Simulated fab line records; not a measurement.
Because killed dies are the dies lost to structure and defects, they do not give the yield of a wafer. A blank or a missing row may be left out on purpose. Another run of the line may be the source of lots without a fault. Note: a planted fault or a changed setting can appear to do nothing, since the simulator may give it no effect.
What tool caused it? ; flow berkeley_cmos170 ; 45 wafers from 15 lots sampled at 6 of the route's 331 steps

## WHAT THE GAUGES READ, wafer by wafer
UCB170_ACTIVE_OVL_MEAS_14. Usual: ACTIVE_OVL gives 2 nm (standard deviation 7.2).
lot;measured;on;ACTIVE_OVL (nm);flag
L102;day 4 19:23;overlay-02;0 7 3;
L106;day 5 11:04;overlay-02;3 -3 -3;
L107;day 6 03:40;overlay-01;-17 -3 -9;
L108;day 6 13:29;overlay-02;4 5 -3;
L109;day 6 13:41;overlay-02;14 16 15;
L110;day 6 20:08;overlay-01;5 0 5;
L111;day 7 05:13;overlay-01;4 4 0;
L112;day 7 05:26;overlay-01;13 8 14;
L113;day 7 12:59;overlay-01;6 6 9;
L114;day 7 13:17;overlay-01;3 13 3;
L117;day 8 02:40;overlay-02;0 5 7;
L120;day 8 12:23;overlay-02;9 15 10;
L119;day 8 12:38;overlay-02;-6 8 5;
L123;day 9 05:22;overlay-02;-4 -9 -6;
L124;day 9 15:44;overlay-01;-1 1 8;

UCB170_CONTACT_THK_MEAS_02. Usual: CONTACT_PSG_THK gives 700 nm (standard deviation 5.3).
lot;measured;on;CONTACT_PSG_THK (nm);flag
L102;day 8 08:58;film_metro-03;701 709 698;
L106;day 9 00:40;film_metro-03;711 706 703;
L107;day 9 11:43;film_metro-02;704 708 709;
L108;day 10 00:08;film_metro-02;702 703 705;
L109;day 9 23:47;film_metro-03;705 696 697;
L110;day 9 23:47;film_metro-01;697 696 694;
L111;day 10 08:26;film_metro-01;703 703 698;
L112;day 10 08:25;film_metro-03;693 692 698;
L113;day 10 18:16;film_metro-02;564 567 565;OFF
L114;day 10 17:54;film_metro-02;704 702 697;
L117;day 11 08:03;film_metro-01;708 704 703;
L120;day 11 12:56;film_metro-03;556 559 549;OFF
L119;day 11 12:55;film_metro-01;563 562 557;OFF
L123;day 12 12:05;film_metro-01;700 703 703;
L124;day 12 20:23;film_metro-01;698 700 695;

UCB170_M2_CD_MEAS_90: the cd target is 700 nm. Usual: cd_nm reads 701 nm (standard deviation 4.1).
lot;measured;on;cd_nm (nm);flag
L102;day 8 20:20;cd_sem-01;700 706 702;
L106;day 9 16:16;cd_sem-02;698 696 706;
L107;day 10 00:43;cd_sem-02;708 695 696;
L108;day 10 16:53;cd_sem-02;700 703 700;
L109;day 10 12:42;cd_sem-01;689 702 693;
L110;day 10 16:13;cd_sem-01;703 703 703;
L111;day 10 20:19;cd_sem-01;707 695 706;
L112;day 11 00:38;cd_sem-02;705 707 702;
L113;day 11 06:30;cd_sem-02;708 709 711;
L114;day 11 05:17;cd_sem-02;696 694 707;
L117;day 11 21:06;cd_sem-02;703 700 697;
L120;day 12 03:14;cd_sem-02;707 703 701;
L119;day 11 23:49;cd_sem-02;708 708 708;
L123;day 13 01:56;cd_sem-01;703 702 702;
L124;day 13 10:02;cd_sem-01;699 703 699;

## EACH LOT AND THE TOOL THAT RAN IT (in order: tool; ch and the chambers of the sampled wafers; start)
lot;UCB170_CONTACT_CVD_01;UCB170_CONTACT_ETCH_18;UCB170_V1_CMP_02
L102;lpcvd-02 ch 1, day 8 07:10;rie_diel-02 ch 0,1,2, day 8 14:56 or earlier;cmp-02 ch 1,2,3, day 8 14:56
L106;lpcvd-01 ch 0, day 8 22:51;rie_diel-03 ch 1,2,3, day 9 10:29 or earlier;cmp-01 ch 1,2,3, day 9 10:29
L107;lpcvd-01 ch 1, day 9 09:56;rie_diel-02 ch 0,3, day 9 19:29 or earlier;cmp-02 ch 0,2,3, day 9 19:29
L108;lpcvd-01 ch 0, day 9 21:28;rie_diel-03 ch 0,1,3, day 10 07:38 or earlier;cmp-02 ch 0,1,3, day 10 07:38
L109;lpcvd-02 ch 1, day 9 21:59;rie_diel-04 ch 0,2,3, day 10 06:16 or earlier;cmp-02 ch 0,2,3, day 10 06:16
L110;lpcvd-02 ch 0, day 9 21:59;rie_diel-02 ch 1,2,3, day 10 07:29 or earlier;cmp-01 ch 0,1,3, day 10 07:29
L111;lpcvd-02 ch 0, day 10 06:38;rie_diel-02 ch 0,1,2, day 10 15:32 or earlier;cmp-01 ch 0,2,3, day 10 15:32
L112;lpcvd-02 ch 0, day 10 06:38;rie_diel-04 ch 0,2,3, day 10 16:51 or earlier;cmp-02 ch 0,2,3, day 10 16:51
L113;lpcvd-02 ch 1, day 10 16:29;rie_diel-03 ch 0,1, day 11 01:34 or earlier;cmp-02 ch 0,3, day 11 01:34
L114;lpcvd-01 ch 0, day 10 16:07;rie_diel-02 ch 1,2,3, day 11 00:20 or earlier;cmp-02 ch 0,1,3, day 11 00:20
L117;lpcvd-01 ch 1, day 11 06:14;rie_diel-03 ch 1,3, day 11 14:59 or earlier;cmp-02 ch 0,2,3, day 11 14:59
L120;lpcvd-02 ch 1, day 11 11:08;rie_diel-02 ch 1,2,3, day 11 20:01 or earlier;cmp-01 ch 1,2,3, day 11 20:01
L119;lpcvd-02 ch 1, day 11 11:08;rie_diel-03 ch 0,1, day 11 18:41 or earlier;cmp-02 ch 1,2,3, day 11 18:41
L123;lpcvd-01 ch 1, day 12 10:18;rie_diel-04 ch 0,3, day 12 19:33 or earlier;cmp-02 ch 0,2,3, day 12 19:33
L124;lpcvd-01 ch 1, day 12 17:42;rie_diel-02 ch 0,1,3, day 13 03:27 or earlier;cmp-02 ch 0,2,3, day 13 03:27
- UCB170_CONTACT_CVD_01: deposits PSG from SiH4/O2/PH3, target thk 700 nm, time 2820 s.
- UCB170_CONTACT_ETCH_18: etches PSG in CHF3/CF4/Ar, stops on TiSi2, target depth 840 nm, time 195 s.
- UCB170_V1_CMP_02: polishes SiO2.

## WHAT THE TOOLS THEMSELVES READ (means of the sampled wafers that have a number; where no wafer has one, the mark that the record gives instead)
UCB170_CONTACT_CVD_01. Usual: ph3_flow_sccm reads 25.01 sccm (standard deviation 0.072).
lot;tool;ph3_flow_sccm (sccm);flag
L102;lpcvd-02;24.95;
L106;lpcvd-01;24.94;
L107;lpcvd-01;25.00;
L108;lpcvd-01;24.94;
L109;lpcvd-02;25.06;
L110;lpcvd-02;24.99;
L111;lpcvd-02;24.98;
L112;lpcvd-02;25.05;
L113;lpcvd-02;25.07;
L114;lpcvd-01;25.04;
L117;lpcvd-01;25.07;
L120;lpcvd-02;24.95;
L119;lpcvd-02;25.03;
L123;lpcvd-01;25.06;
L124;lpcvd-01;24.98;

UCB170_CONTACT_ETCH_18. Usual: drypump_motor_current_A 5.7 A, standard deviation 0.41; oes_product_au 0.891 a.u., standard deviation 0.014; throttle_valve_pct 6.96 %, standard deviation 0.086.
lot;tool;drypump_motor_current_A (A);oes_product_au (a.u.);throttle_valve_pct (%);flag
L102;rie_diel-02;5.7;0.902;6.98;
L106;rie_diel-03;5.7;0.898;6.97;
L107;rie_diel-02;5.9;0.899;6.97;
L108;rie_diel-03;5.9;0.890;6.97;
L109;rie_diel-04;5.6;0.891;6.93;
L110;rie_diel-02;5.4;0.891;7.01;
L111;rie_diel-02;5.7;0.900;6.97;
L112;rie_diel-04;5.5;0.884;6.93;
L113;rie_diel-03;5.9;0.782;7.02;OFF
L114;rie_diel-02;5.4;0.888;7.00;
L117;rie_diel-03;5.9;0.900;6.92;
L120;rie_diel-02;5.4;0.789;7.02;OFF
L119;rie_diel-03;5.9;0.780;7.02;OFF
L123;rie_diel-04;5.4;0.887;6.89;
L124;rie_diel-02;5.8;0.891;6.94;

UCB170_V1_CMP_02. Usual: motor_current_A 15.3 A, standard deviation 1.6; retaining_ring_pressure_frac 1.000, standard deviation 0.0046; slurry_flow_ml_min 150.1, standard deviation 0.47.
lot;tool;motor_current_A (A);retaining_ring_pressure_frac;slurry_flow_ml_min;flag
L102;cmp-02;16.0;1.001;150.1;
L106;cmp-01;15.3;0.997;150.7;
L107;cmp-02;14.9;1.001;150.2;
L108;cmp-02;14.4;1.006;150.5;
L109;cmp-02;14.5;1.003;150.2;
L110;cmp-01;15.7;0.998;149.8;
L111;cmp-01;15.7;1.002;150.1;
L112;cmp-02;14.4;0.999;150.1;
L113;cmp-02;13.5;1.001;150.1;
L114;cmp-02;14.3;1.000;150.0;
L117;cmp-02;14.9;0.999;150.0;
L120;cmp-01;15.8;1.002;150.3;
L119;cmp-02;15.9;1.003;150.5;
L123;cmp-02;14.3;1.002;149.9;
L124;cmp-02;14.3;0.996;150.2;

## THE ANSWER, worked out from the rows above alone
Rule: lot off if the mean of its wafers having a number is beyond 3 standard deviations from the usual mean. Also off: a lot with no number at a reading for which 4 or more lots have one. The other lots that the step has rows for count as sound. First the gauges in route order, then the tools' own readings, where a lot's mean is used as printed above. The first step at which some lot is off is used, and at that step the reading that is off furthest; a lot without a number counts as furthest.
Off: at UCB170_CONTACT_THK_MEAS_02 (CONTACT_PSG_THK), L113, L120, L119.
If a tool, at a process step before that reading, ran all the lots that are off and no sound lot after the first of them, it fits. The gauges at UCB170_CONTACT_THK_MEAS_02 aren't tried: what is off there is off at UCB170_CONTACT_ETCH_18 too, on other tools, and a gauge's error can't cause that. One candidate fits, namely lpcvd-02 at UCB170_CONTACT_CVD_01. Its last sound lot is L111 (day 10 06:38), its first lot that is off L113 (day 10 16:29): a fault that began between those two fits.

## WHAT HAD BEEN PUT IN BY THE SIMULATOR
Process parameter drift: lpcvd-02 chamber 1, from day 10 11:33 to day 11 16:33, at UCB170_CONTACT_CVD_01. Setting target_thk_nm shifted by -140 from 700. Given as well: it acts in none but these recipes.
Struck lots among those shown: L113, L120, L119. The rule above found the same.
